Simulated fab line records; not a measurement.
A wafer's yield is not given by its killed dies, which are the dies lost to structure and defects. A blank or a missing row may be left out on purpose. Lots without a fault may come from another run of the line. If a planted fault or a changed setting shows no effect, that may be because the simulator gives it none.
Code-filled problem report in 8D (eight disciplines) form | flow berkeleyCmos170 | the parts of the form that need people (team, actions taken, sign-off) are left out

1. THE PROBLEM
Wafers without a fault read 1.9997e+12, standard deviation 2e+09; doseIonsCm2 at UCB170_PVT_IMPLANT_07 reads a mean of 2.0372e+12 on 6 wafers belonging to 2 lots. That puts it +19 standard deviations away from the usual mean.
Earliest sighting: wafer L831.2 on implanter-01 at day 8 01:05. The record holds 42 wafers of 14 lots with a number at this step. The rule behind "out" and "out of limits": a value lying over 4 standard deviations away from the usual mean. Any other wafer with a number is counted as sound.

2. WHAT IT IS AND WHAT IT IS NOT
question                    | is                     | is not
which readings at this step | doseIonsCm2            | -
which lots                  | L831, L835             | L821, L822, L823, L824, L825, L826, L829, L837, L838, L839, L842, L843
which wafers of those lots  | all that have a number | -
read on which tools         | implanter-01           | implanter-02, implanter-03
when                        | from day 8 01:05       | up to then (21 sound wafers); but 15 sound wafers of L837, L838, L839, L842, L843 came after

3. WHAT RULES OUT EACH SUSPECT
Counting: a tool at any process step up to the reading remains a suspect when it ran all the lots that are out and ran no sound lot after the first of those.
- implanter-01 at UCB170_PVT_IMPLANT_07: kept. All lots that are out passed through it, beginning with L831 at day 8 01:05, and no sound lot followed; its final sound lot before that point was L826 at day 6 16:11. Its own doseIonsCm2 readings are out on those wafers.
After counting, what remains is implanter-01 at UCB170_PVT_IMPLANT_07.

4. THE CAUSE (what the simulator had put in)
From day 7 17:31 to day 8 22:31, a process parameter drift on implanter-01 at UCB170_PVT_IMPLANT_07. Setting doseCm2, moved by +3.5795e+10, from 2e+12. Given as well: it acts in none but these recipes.
Counting left only this tool.

5. SEQUENCE OF EFFECTS, ordered by route
Each row: a reading whose mean over the struck wafers that have a number lies more than 3 standard deviations from the usual. Scope: only readings with a usual standard deviation given in the record; hours: median across lots of the time from each lot's start at the first step in this table that gives one to its start at this step; sigmas: change in usual standard deviations.
hours | step                  | reading     | usual      | on struck wafers | change      | sigmas
0     | UCB170_PVT_IMPLANT_07 | doseIonsCm2 | 1.9997e+12 | 2.0372e+12       | +3.7450e+10 | +19
Here are the process steps it includes:
- UCB170_PVT_IMPLANT_07
Later measuring or inspecting steps at which every struck wafer that the step has a row for has a number for every such reading, and none has moved that far: UCB170_PLDD_CD_MEAS_06.

6. HOW IT WOULD HAVE BEEN CAUGHT EARLIER
The fault began at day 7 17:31; the first out-of-limits reading in this record came at day 8 01:05, 8 hours later.
